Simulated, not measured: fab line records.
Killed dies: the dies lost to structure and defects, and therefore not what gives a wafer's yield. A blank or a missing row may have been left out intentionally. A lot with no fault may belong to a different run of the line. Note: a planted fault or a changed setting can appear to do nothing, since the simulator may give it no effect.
fab line records	flow rit-cmos
record lots=6	wafers=18	last-day=7
route steps=202 shown CONTACT@176 M1@184
lots that met no fault: from a run of the same line without faults
start-h: hours from the record's opening day to when the first of the lot's shown wafers began	wait-h: hours elapsed since this lot's preceding step	" the same as in the row above	L1.1+2: a single row standing in for several wafers	- no value, or no start given	* or withheld: withheld	< > ~ a bound
route shown NAME@n: a module of which the file shows steps, and the number in the route of the first	usual: mean and standard deviation over wafers with no fault	same: alike in all rows	chamber/n: place in a boat	sites: readings site by site	_std_site: standard deviation across them	_edge_site: mean of outer sites minus mean of inner sites	radius-mm: for every site, how far away it sits from the centre of the wafer	mask NAME#n: copy n	behind: the tool/chamber that last shaped the wafer	hold: what put the lot on hold/how long, in hours/how the hold closed	device: names the non-switching transistor (n, p or np)	end of line: at the end of the route, the tests of the same wafers	a step with no rows: only its recipe	killed: at the first sort, the dies lost to defects and structure; wafer yield is something else	map: the dies of a wafer, with x for killed, . for not killed, _ for no die there
set.NAME: setting as actually run; set.NAME@STEP: the setting as run at that earlier step	model.NAME: the simulator's own value behind a step, which no gauge read
lots seen at some steps along the route; tables by step, rows by wafer
services: from which hour (start-h, from the record's first day; less than 0 if before it) a tool's chamber was out of use, for how many hours, and why
## steps
# step RIT_CONTACT_CD_MEAS_08
# recipe target-cd-nm=1000
# usual cd-nm=1000.1/1.9
lot.wafer	tool	chamber	start-h	wait-h	cd-nm
L590.2	cd-sem-01	-	68.29	-	998.7
L590.3	"	-	"	"	997.8
L590.4	"	-	"	"	999.8
L593.1	cd-sem-01	-	83.75	-	999.3
L593.2	"	-	"	"	999.2
L593.5	"	-	"	"	999.4
L600.1	cd-sem-01	-	122.55	-	1002.1
L600.4	"	-	"	"	1001.7
L600.6	"	-	"	"	1001.9
L605.3	cd-sem-02	-	147.15	-	1001.1
L605.4	"	-	"	"	1002.4
L605.5	"	-	"	"	1003.0
L606.2	cd-sem-01	-	149.40	-	1000.3
L606.4	"	-	"	"	1002.3
L606.6	"	-	"	"	1000.7
L609.1	cd-sem-01	-	162.69	-	999.1
L609.5	"	-	"	"	996.7
L609.6	"	-	"	"	998.3
# step RIT_CONTACT_OVL_MEAS_09
# usual CONTACT_OVL=0.7/1.1
lot.wafer	tool	chamber	start-h	wait-h	CONTACT_OVL[nm]
L590.2	overlay-01	-	68.40	0.1	0.9
L590.3	"	-	"	"	-0.6
L590.4	"	-	"	"	1.0
L593.1	overlay-02	-	83.87	0.1	1.2
L593.2	"	-	"	"	-0.2
L593.5	"	-	"	"	-0.2
L600.1	overlay-02	-	122.67	0.1	1.7
L600.4	"	-	"	"	1.1
L600.6	"	-	"	"	1.3
L605.3	overlay-01	-	147.25	0.1	-0.2
L605.4	"	-	"	"	0.3
L605.5	"	-	"	"	1.6
L606.2	overlay-01	-	149.50	0.1	0.6
L606.4	"	-	"	"	1.5
L606.6	"	-	"	"	1.5
L609.1	overlay-01	-	162.81	0.1	0.4
L609.5	"	-	"	"	1.9
L609.6	"	-	"	"	2.1
# step RIT_CONTACT_HARDBAKE_10
# recipe resist=NOVOLAK	temp-c=140	time-s=60
# step RIT_CONTACT_ETCH_11
# recipe target-depth-a=4800	over-etch-frac=0.2	stop-on=TiSi2	chemistry=CHF3/CF4/Ar	target=SiO2	CHF3_flow_sccm=50	cf4-flow-sccm=10	Ar_flow_sccm=100	O2_flow_sccm=5	pressure-mtorr=100	rf-w=205.5	time-s=320
# usual CHF3_flow_sccm=50.00/0.15	chamber-pressure-mTorr=100.01/0.11	drypump-motor-current-A=5.8/0.58	oes-product-au=0.987/0.018	rf-fwd-power-W=205.2/0.58	throttle-valve-pct=8.85/0.11
lot.wafer	tool	chamber	start-h	wait-h	CHF3_flow_sccm	chamber-pressure-mTorr	drypump-motor-current-A	oes-product-au	rf-fwd-power-W	rf-hours-counter-h	throttle-valve-pct
L590.2	rie-diel-01	1	68.58	0.1	50.20	99.57	6.7	0.975	204.2	18	8.85
L590.3	"	2	"	"	49.89	100.00	5.2	0.955	205.3	18	8.89
L590.4	"	3	"	"	49.98	100.07	6.5	1.022	205.4	23	8.72
L593.1	rie-diel-01	1	84.05	0.1	50.01	100.07	6.6	0.975	205.0	18	8.84
L593.2	"	0	"	"	49.74	100.08	5.2	0.996	205.1	158	8.79
L593.5	"	0	"	"	49.86	99.93	5.2	1.004	204.9	-	8.79
L600.1	rie-diel-03	2	122.85	0.1	50.15	100.16	6.0	0.979	204.7	24	8.84
L600.4	"	1	"	"	50.09	100.11	6.0	0.996	205.9	1	8.78
L600.6	"	0	"	"	49.91	99.95	5.5	1.006	204.8	-	9.03
L605.3	rie-diel-01	0	147.42	0.1	49.86	99.97	5.2	0.987	205.5	0	8.78
L605.4	"	1	"	"	49.57	99.92	6.7	0.974	205.8	19	8.84
L605.5	"	2	"	"	50.10	99.72	5.2	0.955	204.6	-	8.89
L606.2	rie-diel-04	3	149.68	0.1	50.23	99.93	6.4	0.973	205.2	4	8.56
L606.4	"	1	"	"	49.96	100.02	4.7	0.976	205.2	74	8.90
L606.6	"	1	"	"	49.75	99.97	4.7	0.976	205.4	-	8.91
L609.1	rie-diel-01	2	163.00	0.1	50.24	99.98	5.2	0.958	205.3	20	8.87
L609.5	"	3	"	"	49.88	100.08	6.5	1.020	206.3	-	8.73
L609.6	"	0	"	"	49.90	100.08	5.1	0.986	204.9	-	8.80
# step RIT_CONTACT_STRIP_12
# recipe chemistry=O2	time-s=180	resist=NOVOLAK	platen-temp-c=withheld	power-w=500	pressure-mtorr=4000	o2-flow-sccm=4000
# usual chamber-pressure-mTorr=4000/3.6	drypump-motor-current-A=5.8/0.66
lot.wafer	tool	chamber	start-h	wait-h	chamber-pressure-mTorr	drypump-motor-current-A	rf-hours-counter-h
L590.2	plasma-asher-03	1	68.78	0.1	4000	4.9	41
L590.3	"	1	"	"	3994	4.9	-
L590.4	"	0	"	"	4007	6.2	-
L593.1	plasma-asher-03	1	84.25	0.1	3997	4.9	43
L593.2	"	0	"	"	4005	6.2	43
L593.5	"	1	"	"	3998	4.9	-
L600.1	plasma-asher-03	0	123.05	0.1	4002	6.2	47
L600.4	"	0	"	"	4007	6.2	-
L600.6	"	1	"	"	4005	4.9	-
L605.3	plasma-asher-03	0	147.67	0.2	3999	6.2	-
L605.4	"	1	"	"	4000	4.9	-
L605.5	"	1	"	"	3997	4.9	-
L606.2	plasma-asher-03	1	149.88	0.1	3998	4.9	50
L606.4	"	1	"	"	3998	4.8	-
L606.6	"	1	"	"	3995	4.9	-
L609.1	plasma-asher-02	0	163.19	0.1	4005	6.1	37
L609.5	"	1	"	"	4001	6.6	-
L609.6	"	0	"	"	3995	6.2	-
# step RIT_CONTACT_CD_MEAS_90
# recipe target-cd-nm=1000
# usual cd-nm=1000.3/1.9
lot.wafer	tool	chamber	start-h	wait-h	cd-nm
L590.2	cd-sem-01	-	68.97	0.1	1000.1
L590.3	"	-	"	"	998.6
L590.4	"	-	"	"	1000.0
L593.1	cd-sem-02	-	84.42	0.1	1000.0
L593.2	"	-	"	"	999.5
L593.5	"	-	"	"	999.4
L600.1	cd-sem-02	-	123.22	0.1	1002.4
L600.4	"	-	"	"	1001.4
L600.6	"	-	"	"	1002.4
L605.3	cd-sem-02	-	147.83	0.1	1001.1
L605.4	"	-	"	"	1002.7
L605.5	"	-	"	"	1003.6
L606.2	cd-sem-02	-	150.07	0.1	1000.1
L606.4	"	-	"	"	1002.6
L606.6	"	-	"	"	1001.2
L609.1	cd-sem-02	-	163.36	0.1	998.9
L609.5	"	-	"	"	997.2
L609.6	"	-	"	"	998.8
# step RIT_CONTACT_CLEAN_13
# recipe chemistry=SC1	mix=3:3:50	time-s=600	temp-c=75
# step RIT_CONTACT_CLEAN_14
# recipe chemistry=SC2	mix=3:3:50	time-s=600	temp-c=75	dry=n2-spin
# step RIT_M1_SPUTTER_00
# recipe material=Al	target-thk-nm=400	power-w=2000	chamber-pressure-pa=0.4	gas=Ar	time-s=500	substrate-temp-c=25
# usual throttle-valve-pct=30.3/1.2
lot.wafer	tool	chamber	start-h	wait-h	throttle-valve-pct
L590.2	pvd-sputter-04	-	69.42	0.0	28.0
L590.3	"	-	"	"	28.9
L590.4	"	-	"	"	30.3
L593.1	pvd-sputter-03	-	85.07	0.0	28.0
L593.2	"	-	"	"	30.1
L593.5	"	-	"	"	31.7
L600.1	pvd-sputter-02	-	123.88	0.0	30.3
L600.4	"	-	"	"	29.8
L600.6	"	-	"	"	31.7
L605.3	pvd-sputter-04	-	148.43	0.0	28.0
L605.4	"	-	"	"	30.7
L605.5	"	-	"	"	28.2
L606.2	pvd-sputter-02	-	150.52	0.0	29.7
L606.4	"	-	"	"	29.5
L606.6	"	-	"	"	30.5
L609.1	pvd-sputter-03	-	164.03	0.0	28.1
L609.5	"	-	"	"	30.0
L609.6	"	-	"	"	31.5
# step RIT_M1_RS_MEAS_01
# recipe thk-meas-gauge=four-point-probe	reads=Al_of_M1_SPUTTER_00
# usual M1_AL_RS=0.0735/0.00098
lot.wafer	tool	chamber	start-h	wait-h	M1_AL_RS[ohm/sq]
L590.2	film-metro-04	-	69.73	0.2	0.0731
L590.3	"	-	"	"	0.0728
L590.4	"	-	"	"	0.0726
L593.1	film-metro-03	-	85.36	0.1	0.0730
L593.2	"	-	"	"	0.0740
L593.5	"	-	"	"	0.0747
L600.1	film-metro-04	-	124.18	0.1	0.0740
L600.4	"	-	"	"	0.0729
L600.6	"	-	"	"	0.0752
L605.3	film-metro-04	-	148.77	0.2	0.0737
L605.4	"	-	"	"	0.0727
L605.5	"	-	"	"	0.0729
L606.2	film-metro-03	-	150.84	0.2	0.0728
L606.4	"	-	"	"	0.0729
L606.6	"	-	"	"	0.0738
L609.1	film-metro-04	-	164.32	0.1	0.0720
L609.5	"	-	"	"	0.0738
L609.6	"	-	"	"	0.0738
# step RIT_M1_THK_MEAS_02
# recipe thk-meas-gauge=xrf	reads=Al_of_M1_SPUTTER_00
# usual M1_AL_THK=407/5.9
lot.wafer	tool	chamber	start-h	wait-h	M1_AL_THK[nm]
L590.2	film-metro-04	-	69.84	0.1	411
L590.3	"	-	"	"	412
L590.4	"	-	"	"	414
L593.1	film-metro-03	-	85.48	0.1	408
L593.2	"	-	"	"	403
L593.5	"	-	"	"	399
L600.1	film-metro-04	-	124.30	0.1	409
L600.4	"	-	"	"	413
L600.6	"	-	"	"	402
L605.3	film-metro-04	-	148.87	0.1	407
L605.4	"	-	"	"	417
L605.5	"	-	"	"	411
L606.2	film-metro-03	-	150.95	0.1	407
L606.4	"	-	"	"	406
L606.6	"	-	"	"	403
L609.1	film-metro-04	-	164.44	0.1	420
L609.5	"	-	"	"	409
L609.6	"	-	"	"	405
# step RIT_M1_HMDS_03
# recipe prime-time-s=60	prime-temp-c=140
# step RIT_M1_COAT_04
# recipe resist=NOVOLAK	spin-rpm=2000	resist-thk-nm=1300
# usual spin-speed-rpm=2000.3/1.1
lot.wafer	tool	chamber	start-h	wait-h	spin-speed-rpm	model.NOVOLAK_of_M1_COAT_04.thk-nm
L590.2	litho-track-02	0	70.07	0.1	1999.3	1298
L590.3	"	0	"	"	2001.2	1295
L590.4	"	0	"	"	2000.5	1300
L593.1	litho-track-03	0	85.69	0.1	1999.9	1300
L593.2	"	0	"	"	2000.6	1299
L593.5	"	0	"	"	2001.3	1302
L600.1	litho-track-03	0	124.51	0.1	1999.8	1303
L600.4	"	0	"	"	2000.0	1301
L600.6	"	0	"	"	2001.1	1300
L605.3	litho-track-03	0	149.11	0.1	1713.1	1402
L605.4	"	0	"	"	1713.5	1398
L605.5	"	0	"	"	1713.4	1402
L606.2	litho-track-03	0	151.17	0.1	1713.5	1408
L606.4	"	0	"	"	1712.1	1404
L606.6	"	0	"	"	1714.7	1404
L609.1	litho-track-02	0	164.65	0.1	2001.5	1305
L609.5	"	0	"	"	2001.4	1304
L609.6	"	0	"	"	1999.8	1307
# step RIT_M1_SOFTBAKE_05
# recipe resist=NOVOLAK	temp-c=90	time-s=60
# step RIT_M1_EXPOSE_06
# recipe mask-id=M12	na=0.6	source-shape=conventional	sigma-outer=0.5	target-cd-nm=2600	dose-mj=250
# step RIT_M1_PEB_07
# recipe resist=NOVOLAK	temp-c=withheld	time-s=withheld
# step RIT_M1_DEVELOP_08
# recipe resist=NOVOLAK	develop-time-s=68	dev-temp-c=23
# step RIT_M1_CD_MEAS_09
# recipe target-cd-nm=2600
# usual cd-nm=2600.4/2.5
lot.wafer	tool	chamber	start-h	wait-h	cd-nm
L590.2	cd-sem-01	-	70.92	-	2600.4
L590.3	"	-	"	"	2600.3
L590.4	"	-	"	"	2599.4
L593.1	cd-sem-01	-	86.42	-	2597.5
L593.2	"	-	"	"	2597.3
L593.5	"	-	"	"	2598.1
L600.1	cd-sem-02	-	125.27	-	2600.0
L600.4	"	-	"	"	2603.5
L600.6	"	-	"	"	2599.9
L605.3	cd-sem-01	-	149.95	-	2608.1
L605.4	"	-	"	"	2606.8
L605.5	"	-	"	"	2608.7
L606.2	cd-sem-01	-	152.02	-	2607.5
L606.4	"	-	"	"	2607.3
L606.6	"	-	"	"	2607.4
L609.1	cd-sem-02	-	165.47	-	2603.7
L609.5	"	-	"	"	2602.9
L609.6	"	-	"	"	2605.2
# step RIT_M1_OVL_MEAS_10
# usual M1_OVL=1.0/1.4
lot.wafer	tool	chamber	start-h	wait-h	M1_OVL[nm]
L590.2	overlay-01	-	71.03	0.1	2.4
L590.3	"	-	"	"	1.7
L590.4	"	-	"	"	1.0
L593.1	overlay-01	-	86.54	0.1	1.3
L593.2	"	-	"	"	1.7
L593.5	"	-	"	"	1.4
L600.1	overlay-02	-	125.39	0.1	1.9
L600.4	"	-	"	"	0.6
L600.6	"	-	"	"	1.8
L605.3	overlay-02	-	150.05	0.1	1.8
L605.4	"	-	"	"	0.3
L605.5	"	-	"	"	-0.9
L606.2	overlay-02	-	152.13	0.1	2.8
L606.4	"	-	"	"	3.4
L606.6	"	-	"	"	2.3
L609.1	overlay-01	-	165.59	0.1	-1.1
L609.5	"	-	"	"	-1.2
L609.6	"	-	"	"	-0.5
# step RIT_M1_HARDBAKE_11
# recipe resist=NOVOLAK	temp-c=140	time-s=120
# step RIT_M1_METAL_ETCH_12
# recipe stop-on=SiO2	chemistry=Cl2/BCl3	target=Al	time-s=165	over-etch-frac=0.5	pressure-mtorr=100	target-depth-a=6000	rf-w=246.2	Cl2_flow_sccm=60	bcl3-flow-sccm=50
# usual chamber-pressure-mTorr=100.00/0.081	drypump-motor-current-A=5.4/0.49	oes-product-au=0.773/0.012	rf-fwd-power-W=245.1/0.74	throttle-valve-pct=8.24/0.18
lot.wafer	tool	chamber	start-h	wait-h	chamber-pressure-mTorr	drypump-motor-current-A	oes-product-au	rf-fwd-power-W	rf-hours-counter-h	throttle-valve-pct	model.NOVOLAK_of_M1_COAT_04.thk-nm
L590.2	rie-metal-03	0	71.31	0.2	99.93	5.8	0.773	245.8	3	8.01	791.7
L590.3	"	1	"	"	100.02	4.9	0.763	244.7	-	8.47	793.7
L590.4	"	0	"	"	100.10	5.8	0.780	246.5	-	8.00	795.6
L593.1	rie-metal-03	1	86.83	0.2	99.87	5.0	0.772	244.9	3	8.47	797.7
L593.2	"	0	"	"	100.03	5.8	0.774	243.9	3	8.01	795.3
L593.5	"	0	"	"	99.86	5.8	0.770	244.3	-	8.00	794.8
L600.1	rie-metal-02	1	125.68	0.2	100.03	5.9	0.762	244.7	1	8.39	810.6
L600.4	"	1	"	"	100.16	5.9	0.760	245.2	-	8.38	810.8
L600.6	"	1	"	"	99.77	5.9	0.753	245.0	-	8.40	810.7
L605.3	rie-metal-02	1	150.37	0.2	100.04	5.9	0.756	247.2	-	8.37	897.3
L605.4	"	0	"	"	99.99	4.8	0.778	244.9	-	8.05	875.7
L605.5	"	0	"	"	99.99	4.8	0.773	245.4	-	8.05	876.1
L606.2	rie-metal-03	0	152.41	0.2	100.00	5.8	0.776	245.3	4	8.01	884.5
L606.4	"	0	"	"	100.01	5.8	0.783	244.8	-	8.03	881.3
L606.6	"	0	"	"	99.94	5.8	0.775	244.6	-	8.00	880.8
L609.1	rie-metal-03	1	165.88	0.2	99.78	4.9	0.778	244.8	4	8.49	795.5
L609.5	"	0	"	"	99.99	5.8	0.767	245.4	-	8.01	795.2
L609.6	"	1	"	"	100.01	4.9	0.767	246.1	-	8.47	796.4
# step RIT_M1_STRIP_13
# recipe chemistry=nmp	resist=NOVOLAK	temp-c=80	time-s=600	dry=n2-spin
# step RIT_M1_PROBE_99
# usual defect-limited-yield=97.3/1.2	killed_at_M0_to_M3=0.1/0.34	killed-at-front-end=7/3.1	killed-dies=7/3.1	killed-on-rim=1.9/1.5	killed-open=3.5/1.9	killed-short=3.4/2.1	sort_bin_3_pad_short=0.2/0.27	sort_bin_5_function=1.5/0.79	sort_bin_6_memory=1.0/0.63	sort-n-pass=257/3.1	sort-yield-pct=97.3/1.2
# same gross-dies=264	killed_at_M4_up=0	killed-at-back-side=0	killed-at-contacts=0	killed-at-other=0
lot.wafer	tool	chamber	start-h	wait-h	defect-limited-yield[%]	killed_at_M0_to_M3	killed-at-front-end	killed-dies	killed-on-rim	killed-open	killed-short	sort_bin_3_pad_short[%]	sort_bin_5_function[%]	sort_bin_6_memory[%]	sort-n-pass	sort-yield-pct[%]
L590.2	prober-01	-	74.32	0.1	97.3	0	7	7	1	6	1	0.4	0.4	1.9	257	97.3
L590.3	prober-01	-	74.37	0.2	99.6	0	1	1	1	1	0	0	0.4	0	263	99.6
L590.4	prober-01	-	74.42	0.2	97.0	0	8	8	1	5	3	0	1.9	1.1	256	97.0
L593.1	prober-02	-	89.10	0.1	95.8	0	11	11	2	8	3	0.4	2.7	1.1	253	95.8
L593.2	prober-02	-	89.15	0.1	97.7	0	6	6	3	2	4	0.4	1.5	0.4	258	97.7
L593.5	prober-02	-	89.30	0.2	97.7	0	6	6	1	3	3	0.4	0.8	1.1	258	97.7
L600.1	prober-01	-	128.10	0.1	97.3	0	7	7	1	5	2	0	1.9	0.8	257	97.3
L600.4	prober-01	-	128.25	0.2	98.1	0	5	5	2	0	5	0.4	1.5	0	259	98.1
L600.6	prober-01	-	128.35	0.2	97.3	0	7	7	2	2	5	0.4	1.5	0.8	257	97.3
L605.3	prober-02	-	152.67	0.2	98.5	0	4	4	0	3	1	0	1.1	0.4	260	98.5
L605.4	prober-02	-	152.72	0.2	98.5	0	4	4	2	2	2	0	1.1	0.4	260	98.5
L605.5	prober-02	-	152.77	0.2	97.3	0	7	7	2	4	3	0	1.9	0.8	257	97.3
L606.2	prober-01	-	154.71	0.1	95.8	0	11	11	3	4	7	0	3.0	1.1	253	95.8
L606.4	prober-01	-	154.81	0.2	96.2	0	10	10	1	2	8	0	2.7	1.1	254	96.2
L606.6	prober-01	-	154.91	0.2	93.9	0	16	16	2	8	8	0.8	2.3	3.0	248	93.9
L609.1	prober-02	-	168.31	0.1	97.0	1	7	8	2	5	3	0.4	2.7	0	256	97.0
L609.5	prober-02	-	168.51	0.2	98.5	0	4	4	1	3	1	0	1.1	0.4	260	98.5
L609.6	prober-02	-	168.56	0.2	97.3	0	7	7	1	4	3	0	1.5	1.1	257	97.3
# killed by level:class
L590.2 GATE:geometric-particle:open=3 SILICIDE:geometric-particle:open=3 GATE:geometric-particle:short=1
L590.3 GATE:geometric-particle:open=1
L590.4 GATE:geometric-particle:short=3 GATE:geometric-particle:open=2 REOX:geometric-particle:open=2 SPACER:geometric-particle:open=1
L593.1 GATE:geometric-particle:open=5 FOX1:geometric-particle:open=2 REOX:geometric-particle:short=2 FOX1:geometric-particle:short=1 REOX:geometric-particle:open=1
L593.2 REOX:geometric-particle:short=2 FOX1:geometric-particle:short=1 GATE:geometric-particle:short=1 REOX:geometric-particle:open=1 SILICIDE:geometric-particle:open=1
L593.5 REOX:geometric-particle:short=2 FOX1:geometric-particle:open=1 FOX2:geometric-particle:open=1 GATE:geometric-particle:open=1 GATE:geometric-particle:short=1
L600.1 GATE:geometric-particle:open=3 SPACER:geometric-particle:short=2 REOX:geometric-particle:open=1 SPACER:geometric-particle:open=1
L600.4 GATE:geometric-particle:short=2 REOX:geometric-particle:short=2 SILICIDE:geometric-particle:short=1
L600.6 GATE:geometric-particle:short=5 FOX2:geometric-particle:open=1 REOX:geometric-particle:open=1
L605.3 FOX1:geometric-particle:open=1 GATE:geometric-particle:open=1 REOX:geometric-particle:open=1 SILICIDE:geometric-particle:short=1
L605.4 FOX2:geometric-particle:open=2 FOX1:geometric-particle:short=1 GATE:geometric-particle:short=1
L605.5 GATE:geometric-particle:open=2 SILICIDE:geometric-particle:open=2 FOX1:geometric-particle:short=1 GATE:geometric-particle:short=1 SPACER:geometric-particle:short=1
L606.2 GATE:geometric-particle:short=5 GATE:geometric-particle:open=3 FOX1:geometric-particle:short=1 SILICIDE:geometric-particle:open=1 SILICIDE:geometric-particle:short=1
L606.4 GATE:geometric-particle:short=3 FOX1:geometric-particle:short=2 SPACER:geometric-particle:short=2 GATE:geometric-particle:open=1 SPACER:geometric-particle:open=1 SILICIDE:geometric-particle:short=1
L606.6 GATE:geometric-particle:short=6 GATE:geometric-particle:open=3 REOX:geometric-particle:open=2 SILICIDE:geometric-particle:open=2 FOX1:geometric-particle:short=1 FOX1:geometric-particle:open=1 SILICIDE:geometric-particle:short=1
L609.1 SPACER:geometric-particle:open=4 FOX2:geometric-particle:open=1 FOX2:geometric-particle:short=1 GATE:geometric-particle:short=1 M1:geometric-particle:short=1
L609.5 GATE:geometric-particle:short=1 REOX:geometric-particle:open=1 SPACER:geometric-particle:open=1 SILICIDE:geometric-particle:open=1
L609.6 GATE:geometric-particle:short=2 GATE:geometric-particle:open=2 FOX1:geometric-particle:short=1 FOX1:geometric-particle:open=1 REOX:geometric-particle:open=1
## services
tool	chamber	start-h	hours	kind
rie-metal-03	1	51.20	18.5	repair
rie-diel-03	0	63.11	2.6	repair
rie-diel-04	-	75.68	0.6	repair
rie-diel-03	2	97.12	7.6	repair
rie-diel-04	1	97.35	7.6	repair
pvd-sputter-04	-	97.90	2.4	repair
pvd-sputter-04	-	100.49	1.0	repair
rie-diel-04	0	101.10	4.5	repair
rie-diel-03	1	102.63	6.6	repair
rie-metal-03	-	105.44	2.8	pm
rie-diel-01	0	106.33	-	clean
rie-diel-01	0	106.33	22.8	scheduled-down
rie-diel-01	0	106.33	22.8	vent-cycle
rie-diel-04	3	109.76	2.6	repair
rie-diel-04	0	121.56	1.8	repair
rie-diel-03	2	139.12	8.5	repair
rie-diel-03	3	160.43	-	clean
plasma-asher-03	-	160.65	8.0	repair
## key
first-sign step=RIT_M1_COAT_04	reading=spin-speed-rpm	direction=down	sigmas=99+	usual=2000.3	struck=1713.4
effect step=RIT_M1_CD_MEAS_09	reading=cd-nm	direction=up	sigmas=2.9	usual=2600.4	struck=2607.6
model-effect step=RIT_M1_COAT_04	value=NOVOLAK_of_M1_COAT_04.thk-nm	without=1299	struck=1403
model-effect step=RIT_M1_METAL_ETCH_12	value=NOVOLAK_of_M1_COAT_04.thk-nm	without=792.8	struck=882.6
met-at RIT_M1_COAT_04
struck-wafers L605.3,L605.4,L605.5,L606.2,L606.4,L606.6
onset-between 124.51 149.11
fault kind=process-parameter-drift	tool=litho-track-03	chamber=-	onset-h=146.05	steps=RIT_M1_COAT_04	channel=spin-rpm	offset=-286.38	shape=step	end-h=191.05	acts-in=these-recipes-only	stated=2000
